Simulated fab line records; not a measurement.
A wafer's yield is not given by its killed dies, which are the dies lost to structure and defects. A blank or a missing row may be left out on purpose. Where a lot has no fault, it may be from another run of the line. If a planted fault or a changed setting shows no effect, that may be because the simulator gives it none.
A struck lot beside a sound one    flow ritCmos    14 steps out of a route of 202
Sound: wafers L617.2, L617.3, L617.4. Wafers struck: L630.3, L630.5, L630.6. At the end, the cause is stated.
Each step with rows lists, per side, the tool, then ch with its chambers, then its first start. Under that, the readings that differ: sound wafers    struck wafers    difference of the means    sigmas: that difference in standard deviations of wafers without a fault.
alike: a reading whose means differ by less than 2 such deviations, as well as words and numbers matching on both sides. not compared: withheld readings; readings where some wafer has no value; bounds like >300 that might hide an equal value; numbers whose values overlap and for which the record gives no deviation.
Wherever a step has rows on one side only, a row that says differs or no value, or a row with sigmas, the two part there. Numbers that have no deviation but don't overlap get no sigmas and don't part them. A reading missing from all wafers of one side parts the sides only when that side holds two or more wafers.

first, 1 step without rows for these wafers: RIT_GATE_CLEAN_04 (cleans in dHF, time 60 s).
RIT_FOX2_THK_MEAS_91:
  struck on filmMetro-01, day 5 01:56; sound on filmMetro-01, day 2 09:14
  alike: FIELD_OXIDE_LEFT_2_THK
then, 2 steps without rows for these wafers: RIT_GATE_OXIDATION_05 (target thk 3 nm, ox time 270 s); RIT_GATE_ANNEAL_06 (time 600 s).
RIT_GATE_THK_MEAS_07:
  struck on filmMetro-02, day 5 04:38; sound on filmMetro-02, day 2 11:07
  alike: GATE_OXIDE_THK
then, 1 step without rows for these wafers: RIT_GATE_CVD_08 (deposits poly-Si from SiH4, target thk 250 nm, time 2220 s).
RIT_GATE_THK_MEAS_09:
  struck on filmMetro-03, day 5 07:08; sound on filmMetro-03, day 2 12:47
  alike: GATE_POLY_THK
then, 5 steps without rows for these wafers: RIT_GATE_HMDS_10 (prime time 60 s); RIT_GATE_COAT_11 (resist thk 850 nm); RIT_GATE_SOFTBAKE_12 (time 60 s); RIT_GATE_EXPOSE_13 (exposes mask M6, target cd 150 nm); RIT_GATE_PEB_14.
RIT_GATE_DEVELOP_15: develop time 50 s.
  struck on lithoTrack-04, day 5 08:00; sound on lithoTrack-04 ch 0, day 2 13:00
  no value came back on the struck wafers for chillPlateTempC (C), developTimeS (s), resistLineTempC (C); on the sound wafers chillPlateTempC (C) reads 22.95 22.83 22.86
RIT_GATE_CD_MEAS_16: target cd 150 nm.
  struck on cdSem-01, day 5 08:11; sound on cdSem-01, day 2 13:50
reading    sound              struck  difference                     sigmas
cdNm (nm)  149.8 150.3 151.7  - - -   no value on the struck wafers  

## WHERE THEY PART
Earliest at RIT_GATE_DEVELOP_15; latest, in this record, at RIT_GATE_CD_MEAS_16.

WHY: what the simulator had put in
At RIT_GATE_DEVELOP_15, the step was skipped entirely on lithoTrack-04 from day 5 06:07 on. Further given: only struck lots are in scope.
